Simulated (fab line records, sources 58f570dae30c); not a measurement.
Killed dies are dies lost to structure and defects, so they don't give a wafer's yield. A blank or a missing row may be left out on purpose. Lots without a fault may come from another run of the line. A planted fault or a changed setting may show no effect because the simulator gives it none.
fab line records | flow berkeley_cmos170
record lots=5 wafers=15 last_day=12
route steps=331 shown NSD@197 BACKSIDE@199 SDANNEAL@204 PSD@206 PLDD@208 NLDD@209 SILICIDE@210 CONTACT@216
lots that met no fault: from a run of the same line without faults
start_h: hours from the record's first day to the start of the lot's first wafer shown | wait_h: hours since the lot's step before | " the same as in the row above | L1.1+2: a row that stands for several wafers | - no value, or no start given | * or withheld: withheld | < > ~ a bound
route shown NAME@n: a module of which the file shows steps, and the number in the route of the first | usual: mean/standard deviation of fault-free wafers | same: alike in all rows | chamber/n: place in a boat | sites: the reading at each site | _std_site: their standard deviation | _edge_site: outer sites' mean less inner sites' | radius_mm: how far each site lies from the wafer's centre | mask NAME#n: copy n | behind: the tool/chamber that last shaped the wafer | hold: why the lot was held/for how many hours/how that ended | device: the transistor (n, p or np) that didn't switch | end of line: the same wafers' tests at the end of the route | a step without rows: its recipe alone | killed: dies lost to structure and defects at the first sort, not the wafer's yield | map: a wafer's dies, x killed, . not, _ none there
set.NAME: the setting as run; set.NAME@STEP: as run at that earlier step | model.NAME: the simulator's own value behind a step, which no gauge read
lots at some steps of the route; a table a step, a row a wafer
services: from which hour (start_h, from the record's first day; less than 0 if before it) a tool's chamber was out of use, for how many hours, and why
## steps
# step UCB170_NSD_TW_MEAS_10
# usual NSD_TW=4196/44
# columns lot.wafer tool chamber start_h wait_h NSD_TW
L081.3 film_metro-01 - 156.69 0.1 4214
L081.4 " - " " 4234
L081.6 " - " " 4221
L084.1 film_metro-03 - 180.02 0.1 4176
L084.2 " - " " 4200
L084.3 " - " " 4191
L086.2 film_metro-01 - 188.43 0.1 4210
L086.5 " - " " 4251
L086.6 " - " " 4225
L095.1 film_metro-01 - 236.99 0.1 4238
L095.3 " - " " 4220
L095.5 " - " " 4224
L097.3 film_metro-03 - 261.29 0.1 4188
L097.5 " - " " 4194
L097.6 " - " " 4197
# step UCB170_NSD_CLEAN_11
# recipe chemistry=SPM temp_c=120 time_s=600
# usual temp_c=119.94/0.14
# columns lot.wafer tool chamber start_h wait_h temp_c
L081.3 wet_bench-02 0 156.73 0.0 119.86
L081.4 " 0 " " 119.90
L081.6 " 0 " " 119.86
L084.1 wet_bench-01 3 180.08 0.1 120.10
L084.2 " 3 " " 119.95
L084.3 " 3 " " 120.04
L086.2 wet_bench-01 2 188.48 0.0 120.02
L086.5 " 2 " " 119.98
L086.6 " 2 " " 120.08
L095.1 wet_bench-01 2 237.11 0.1 120.05
L095.3 " 2 " " 120.03
L095.5 " 2 " " 120.02
L097.3 wet_bench-01 3 261.33 0.0 120.09
L097.5 " 3 " " 119.94
L097.6 " 3 " " 120.01
# step UCB170_BACKSIDE_HMDS_00
# recipe prime_time_s=60 prime_temp_c=100
# columns lot.wafer tool chamber start_h wait_h
L081.3+4+6 litho_track-02 0 157.04 0.1
L084.1+2+3 litho_track-01 0 180.35 0.1
L086.2+5+6 litho_track-02 0 188.84 0.2
L095.1+3+5 litho_track-04 0 237.56 0.3
L097.3+5+6 litho_track-01 0 261.55 0.1
# step UCB170_BACKSIDE_COAT_01
# recipe resist=KrF spin_rpm=1500 resist_thk_nm=900
# columns lot.wafer tool chamber start_h wait_h
L081.3+4+6 litho_track-02 0 157.19 0.1
L084.1+2+3 litho_track-01 0 180.50 0.1
L086.2+5+6 litho_track-02 0 188.99 0.1
L095.1+3+5 litho_track-04 0 237.71 0.1
L097.3+5+6 litho_track-01 0 261.70 0.1
# step UCB170_BACKSIDE_SOFTBAKE_02
# recipe resist=KrF temp_c=130 time_s=60
# columns lot.wafer tool chamber start_h wait_h
L081.3+4+6 litho_track-02 0 157.34 0.1
L084.1+2+3 litho_track-01 0 180.65 0.1
L086.2+5+6 litho_track-02 0 189.14 0.1
L095.1+3+5 litho_track-04 0 237.86 0.1
L097.3+5+6 litho_track-01 0 261.85 0.1
# step UCB170_BACKSIDE_STRIP_03
# recipe chemistry=O2 power_w=400 pressure_mtorr=3500 platen_temp_c=withheld o2_flow_sccm=400 overash_fraction=0.5
# usual drypump_motor_current_A=5.5/0.53 oes_product_au=0.734/0.0045 strip_time_to_endpoint_s=21.98/0.071
# columns lot.wafer tool chamber start_h wait_h drypump_motor_current_A oes_product_au rf_hours_counter_h strip_time_to_endpoint_s
L081.3 plasma_asher-03 0 157.47 0.1 5.6 0.736 - 22.01
L081.4 " 1 " " 5.6 0.733 - 21.97
L081.6 " 0 " " 5.6 0.732 - 22.00
L084.1 plasma_asher-04 0 180.80 0.1 4.9 0.729 46 21.91
L084.2 " 1 " " 5.4 0.731 46 21.91
L084.3 " 0 " " 4.9 0.735 - 21.91
L086.2 plasma_asher-03 1 189.26 0.1 5.6 0.739 7 21.99
L086.5 " 1 " " 5.6 0.730 - 22.01
L086.6 " 0 " " 5.6 0.734 - 22.01
L095.1 plasma_asher-04 0 238.01 0.1 4.9 0.732 51 22.01
L095.3 " 1 " " 5.4 0.732 - 22.00
L095.5 " 1 " " 5.4 0.739 - 22.06
L097.3 plasma_asher-04 0 261.99 0.1 4.9 0.736 - 21.91
L097.5 " 0 " " 4.9 0.730 - 21.99
L097.6 " 1 " " 5.4 0.737 - 21.91
# step UCB170_BACKSIDE_CLEAN_04
# recipe chemistry=SPM temp_c=120 time_s=600
# usual temp_c=119.97/0.16
# columns lot.wafer tool chamber start_h wait_h temp_c
L081.3 wet_bench-04 1 157.54 0.0 119.88
L081.4 " 1 " " 119.94
L081.6 " 1 " " 119.99
L084.1 wet_bench-04 1 180.90 0.1 120.21
L084.2 " 1 " " 120.21
L084.3 " 1 " " 120.12
L086.2 wet_bench-02 1 189.36 0.1 119.82
L086.5 " 1 " " 120.20
L086.6 " 1 " " 120.10
L095.1 wet_bench-04 1 238.11 0.1 120.10
L095.3 " 1 " " 120.06
L095.5 " 1 " " 120.11
L097.3 wet_bench-02 1 262.10 0.1 119.88
L097.5 " 1 " " 119.78
L097.6 " 1 " " 119.79
# step UCB170_SDANNEAL_RTA_00
# recipe temp_c=900 time_s=10 ambient=N2
# usual anneal_temp_c_max=905.1/1.3 lamp_power_pct=22.1/0.66 wafer_temp_C_max=904.6/2.4
# columns lot.wafer tool chamber start_h wait_h anneal_temp_c_max lamp_power_pct wafer_temp_C_max
L081.3 rtp_anneal-02 0 157.75 0.0 905.2 22.9 908.4
L081.4 " 0 " " 903.8 22.9 907.6
L081.6 " 0 " " 902.7 22.9 907.8
L084.1 rtp_anneal-01 0 181.08 0.0 905.9 21.5 902.6
L084.2 " 0 " " 905.5 21.6 902.0
L084.3 " 0 " " 904.2 21.6 903.1
L086.2 rtp_anneal-02 0 189.55 0.0 904.5 22.9 909.5
L086.5 " 0 " " 903.5 22.9 908.1
L086.6 " 0 " " 903.5 22.9 907.7
L095.1 rtp_anneal-02 0 238.28 0.0 904.1 22.9 907.5
L095.3 " 0 " " 904.3 22.9 906.9
L095.5 " 0 " " 903.5 22.9 906.5
L097.3 rtp_anneal-01 0 262.29 0.0 907.5 21.6 902.9
L097.5 " 0 " " 906.3 21.5 902.9
L097.6 " 0 " " 905.0 21.5 904.3
# step UCB170_SDANNEAL_RTA_01
# recipe temp_c=1050 time_s=5 ambient=N2
# usual anneal_temp_c_max=1056.0/1.5 lamp_power_pct=34.1/1 wafer_temp_C_max=1056/3.3
# columns lot.wafer tool chamber start_h wait_h anneal_temp_c_max lamp_power_pct wafer_temp_C_max
L081.3 rtp_anneal-02 0 157.82 0.1 1054.5 35.4 1058
L081.4 " 0 " " 1055.1 35.4 1058
L081.6 " 0 " " 1055.2 35.3 1059
L084.1 rtp_anneal-01 0 181.14 0.1 1056.9 33.3 1053
L084.2 " 0 " " 1056.0 33.3 1053
L084.3 " 0 " " 1056.2 33.3 1052
L086.2 rtp_anneal-02 0 189.61 0.1 1055.5 35.3 1061
L086.5 " 0 " " 1054.8 35.4 1060
L086.6 " 0 " " 1055.4 35.3 1057
L095.1 rtp_anneal-02 0 238.35 0.1 1053.6 35.4 1061
L095.3 " 0 " " 1053.0 35.4 1061
L095.5 " 0 " " 1054.9 35.4 1059
L097.3 rtp_anneal-01 0 262.36 0.1 1055.5 33.3 1053
L097.5 " 0 " " 1056.4 33.3 1053
L097.6 " 0 " " 1053.2 33.3 1055
# step UCB170_SDANNEAL_RS_MEAS_02
# recipe thk_meas_gauge=four-point-probe
# usual PSD_RS=75.41/0.24
# columns lot.wafer tool chamber start_h wait_h PSD_RS[ohm/sq]
L081.3 film_metro-04 - 157.89 0.1 75.74
L081.4 " - " " 75.53
L081.6 " - " " 75.58
L084.1 film_metro-03 - 181.20 0.0 75.40
L084.2 " - " " 75.64
L084.3 " - " " 75.32
L086.2 film_metro-03 - 189.68 0.1 75.27
L086.5 " - " " 75.40
L086.6 " - " " 75.11
L095.1 film_metro-01 - 238.50 0.1 75.55
L095.3 " - " " 75.08
L095.5 " - " " 75.26
L097.3 film_metro-03 - 262.44 0.1 75.33
L097.5 " - " " 75.46
L097.6 " - " " 75.35
# step UCB170_SDANNEAL_RS_MEAS_03
# recipe thk_meas_gauge=four-point-probe
# usual NSD_RS=37.23/0.099
# columns lot.wafer tool chamber start_h wait_h NSD_RS[ohm/sq]
L081.3 film_metro-04 - 158.01 0.1 37.20
L081.4 " - " " 37.21
L081.6 " - " " 37.17
L084.1 film_metro-03 - 181.32 0.1 37.21
L084.2 " - " " 37.24
L084.3 " - " " 37.28
L086.2 film_metro-03 - 189.80 0.1 37.09
L086.5 " - " " 37.22
L086.6 " - " " 37.14
L095.1 film_metro-01 - 238.62 0.1 37.21
L095.3 " - " " 37.27
L095.5 " - " " 37.25
L097.3 film_metro-03 - 262.56 0.1 37.15
L097.5 " - " " 37.20
L097.6 " - " " 37.18
# step UCB170_SDANNEAL_RS_MEAS_04
# recipe thk_meas_gauge=four-point-probe
# usual PLDD_RS=1029.9/2.5
# columns lot.wafer tool chamber start_h wait_h PLDD_RS[ohm/sq]
L081.3 film_metro-04 - 158.13 0.1 1028.0
L081.4 " - " " 1028.9
L081.6 " - " " 1028.3
L084.1 film_metro-03 - 181.44 0.1 1029.3
L084.2 " - " " 1031.4
L084.3 " - " " 1031.3
L086.2 film_metro-03 - 189.92 0.1 1030.2
L086.5 " - " " 1031.7
L086.6 " - " " 1030.6
L095.1 film_metro-01 - 238.74 0.1 1030.8
L095.3 " - " " 1031.5
L095.5 " - " " 1028.6
L097.3 film_metro-03 - 262.68 0.1 1032.0
L097.5 " - " " 1026.4
L097.6 " - " " 1028.8
# step UCB170_SDANNEAL_RS_MEAS_05
# recipe thk_meas_gauge=four-point-probe
# usual NLDD_RS=616.4/1.4
# columns lot.wafer tool chamber start_h wait_h NLDD_RS[ohm/sq]
L081.3 film_metro-04 - 158.25 0.1 618.9
L081.4 " - " " 617.4
L081.6 " - " " 615.9
L084.1 film_metro-03 - 181.56 0.1 615.2
L084.2 " - " " 615.7
L084.3 " - " " 614.7
L086.2 film_metro-03 - 190.04 0.1 618.1
L086.5 " - " " 617.6
L086.6 " - " " 619.3
L095.1 film_metro-01 - 238.86 0.1 613.4
L095.3 " - " " 613.9
L095.5 " - " " 615.3
L097.3 film_metro-03 - 262.80 0.1 616.6
L097.5 " - " " 617.1
L097.6 " - " " 615.9
# step UCB170_SILICIDE_PRE_CLEAN_00
# recipe gas=Ar preclean_etch_time_s=60
# columns lot.wafer tool chamber start_h wait_h
L081.3+4+6 pvd_sputter-04 - 158.33 0.1
L084.1+2+3 pvd_sputter-01 - 181.68 0.1
L086.2+5+6 pvd_sputter-04 - 190.14 0.1
L095.1+3+5 pvd_sputter-01 - 238.98 0.1
L097.3+5+6 pvd_sputter-01 - 262.88 0.1
# step UCB170_SILICIDE_SPUTTER_01
# recipe material=Ti target_thk_nm=30 time_s=25 power_w=1500 chamber_pressure_pa=0.5
# usual chamber_pressure_pa=0.5000/0.00095 throttle_valve_pct=29.2/1.2
# columns lot.wafer tool chamber start_h wait_h chamber_pressure_pa throttle_valve_pct
L081.3 pvd_sputter-04 - 158.40 0.0 0.5021 32.1
L081.4 " - " " 0.5003 28.6
L081.6 " - " " 0.4988 29.7
L084.1 pvd_sputter-01 - 181.75 0.0 0.5003 29.0
L084.2 " - " " 0.5000 30.2
L084.3 " - " " 0.4993 30.5
L086.2 pvd_sputter-04 - 190.21 0.0 0.5004 29.9
L086.5 " - " " 0.5001 28.7
L086.6 " - " " 0.4993 30.1
L095.1 pvd_sputter-01 - 239.04 0.0 0.5013 30.0
L095.3 " - " " 0.4987 30.5
L095.5 " - " " 0.5003 28.9
L097.3 pvd_sputter-01 - 262.94 0.0 0.5013 30.3
L097.5 " - " " 0.4990 29.2
L097.6 " - " " 0.5000 29.6
# step UCB170_SILICIDE_RS_MEAS_02
# recipe thk_meas_gauge=four-point-probe reads=Ti_of_SILICIDE_SPUTTER_01
# usual SILICIDE_TI_RS=26.0/0.31
# columns lot.wafer tool chamber start_h wait_h SILICIDE_TI_RS[ohm/sq]
L081.3 film_metro-01 - 158.47 0.1 26.1
L081.4 " - " " 25.9
L081.6 " - " " 26.1
L084.1 film_metro-02 - 181.78 0.0 25.5
L084.2 " - " " 25.6
L084.3 " - " " 25.8
L086.2 film_metro-02 - 190.26 0.0 25.9
L086.5 " - " " 25.9
L086.6 " - " " 26.0
L095.1 film_metro-01 - 239.07 0.0 25.8
L095.3 " - " " 25.6
L095.5 " - " " 25.7
L097.3 film_metro-03 - 263.01 0.1 25.5
L097.5 " - " " 25.7
L097.6 " - " " 25.5
# step UCB170_SILICIDE_THK_MEAS_03
# recipe thk_meas_gauge=xrf reads=Ti_of_SILICIDE_SPUTTER_01
# usual SILICIDE_TI_THK=30.5/0.34
# columns lot.wafer tool chamber start_h wait_h SILICIDE_TI_THK[nm]
L081.3 film_metro-01 - 158.57 0.1 30.4
L081.4 " - " " 30.6
L081.6 " - " " 30.3
L084.1 film_metro-02 - 181.90 0.1 31.1
L084.2 " - " " 30.9
L084.3 " - " " 30.7
L086.2 film_metro-02 - 190.37 0.1 30.6
L086.5 " - " " 30.8
L086.6 " - " " 30.7
L095.1 film_metro-01 - 239.19 0.1 30.7
L095.3 " - " " 31.0
L095.5 " - " " 31.0
L097.3 film_metro-03 - 263.11 0.1 30.9
L097.5 " - " " 30.7
L097.6 " - " " 30.9
# step UCB170_SILICIDE_RTA_04
# recipe temp_c=650 time_s=15.2 ambient=N2
# usual anneal_temp_c_max=653.6/0.8 lamp_power_pct=9.53/0.29 wafer_temp_C_max=653.5/1.7
# columns lot.wafer tool chamber start_h wait_h anneal_temp_c_max lamp_power_pct wafer_temp_C_max
L081.3 rtp_anneal-02 0 158.64 0.1 654.5 9.82 655.3
L081.4 " 0 " " 652.8 9.82 654.2
L081.6 " 0 " " 652.9 9.82 654.0
L084.1 rtp_anneal-02 0 181.96 0.1 652.7 9.81 656.4
L084.2 " 0 " " 653.0 9.82 654.3
L084.3 " 0 " " 653.0 9.82 655.5
L086.2 rtp_anneal-02 0 190.43 0.1 655.0 9.81 654.8
L086.5 " 0 " " 654.3 9.81 654.2
L086.6 " 0 " " 653.9 9.82 654.5
L095.1 rtp_anneal-02 0 239.25 0.1 653.1 9.83 656.2
L095.3 " 0 " " 652.7 9.80 657.5
L095.5 " 0 " " 652.2 9.81 655.7
L097.3 rtp_anneal-02 0 263.18 0.1 653.6 9.82 655.3
L097.5 " 0 " " 652.8 9.81 655.9
L097.6 " 0 " " 654.1 9.82 655.3
# step UCB170_SILICIDE_WET_ETCH_05
# recipe chemistry=SPM time_s=45 temp_c=120 target=Ti
# usual temp_c=119.97/0.13
# columns lot.wafer tool chamber start_h wait_h temp_c
L081.3 wet_bench-04 2 158.69 0.0 119.77
L081.4 " 2 " " 120.12
L081.6 " 2 " " 119.77
L084.1 wet_bench-02 3 182.03 0.1 120.02
L084.2 " 3 " " 120.04
L084.3 " 3 " " 120.12
L086.2 wet_bench-02 1 190.50 0.1 120.34
L086.5 " 1 " " 120.12
L086.6 " 1 " " 120.11
L095.1 wet_bench-04 0 239.33 0.1 120.01
L095.3 " 0 " " 119.85
L095.5 " 0 " " 120.09
L097.3 wet_bench-02 2 263.23 0.0 119.86
L097.5 " 2 " " 119.72
L097.6 " 2 " " 119.94
# step UCB170_CONTACT_CLEAN_00
# recipe chemistry=SPM temp_c=120 time_s=600
# usual temp_c=120.01/0.14
# columns lot.wafer tool chamber start_h wait_h temp_c
L081.3 wet_bench-04 3 158.72 0.0 120.09
L081.4 " 3 " " 120.10
L081.6 " 3 " " 120.26
L084.1 wet_bench-04 1 182.05 0.0 120.20
L084.2 " 1 " " 120.19
L084.3 " 1 " " 120.10
L086.2 wet_bench-02 3 190.52 0.0 119.69
L086.5 " 3 " " 120.05
L086.6 " 3 " " 119.95
L095.1 wet_bench-01 3 239.35 0.0 120.11
L095.3 " 3 " " 120.09
L095.5 " 3 " " 120.00
L097.3 wet_bench-02 0 263.25 0.0 119.96
L097.5 " 0 " " 119.93
L097.6 " 0 " " 120.08
# step UCB170_CONTACT_CVD_01
# recipe material=PSG target_thk_nm=700 temp_c=450 precursor=SiH4/O2/PH3 time_s=2820 pressure_mtorr=300 sih4_flow_sccm=60 o2_flow_sccm=90 ph3_flow_sccm=25
# columns lot.wafer tool chamber start_h wait_h
L081.3+4+6 lpcvd-02 1 160.09 1.2
L084.1+2+3 lpcvd-02 0 182.23 0.0
L086.2+5+6 lpcvd-01 1 190.69 0.0
L095.1+3+5 lpcvd-02 0 239.52 0.0
L097.3+5+6 lpcvd-01 0 263.98 0.6
# step UCB170_CONTACT_THK_MEAS_02
# recipe reads=PSG_of_CONTACT_CVD_01
# usual CONTACT_PSG_THK=698/6.5
# columns lot.wafer tool chamber start_h wait_h CONTACT_PSG_THK[nm]
L081.3 film_metro-04 - 161.89 0.0 705
L081.4 " - " " 699
L081.6 " - " " 704
L084.1 film_metro-02 - 184.01 0.0 706
L084.2 " - " " 702
L084.3 " - " " 695
L086.2 film_metro-04 - 192.48 0.0 702
L086.5 " - " " 692
L086.6 " - " " 696
L095.1 film_metro-02 - 241.31 0.0 693
L095.3 " - " " 692
L095.5 " - " " 695
L097.3 film_metro-02 - 265.78 0.0 699
L097.5 " - " " 704
L097.6 " - " " 697
## services
# columns tool chamber start_h hours kind
lpcvd-01 - 154.15 0.6 repair
wet_bench-02 - 154.30 1.9 pm
pvd_sputter-01 - 167.27 10.8 repair
plasma_asher-04 - 187.11 9.0 repair
pvd_sputter-01 - 197.39 2.2 repair
litho_track-04 - 238.54 - consumable_replace:filter
wet_bench-02 - 249.98 0.9 repair
lpcvd-02 - 257.24 11.1 repair
## key
fault none
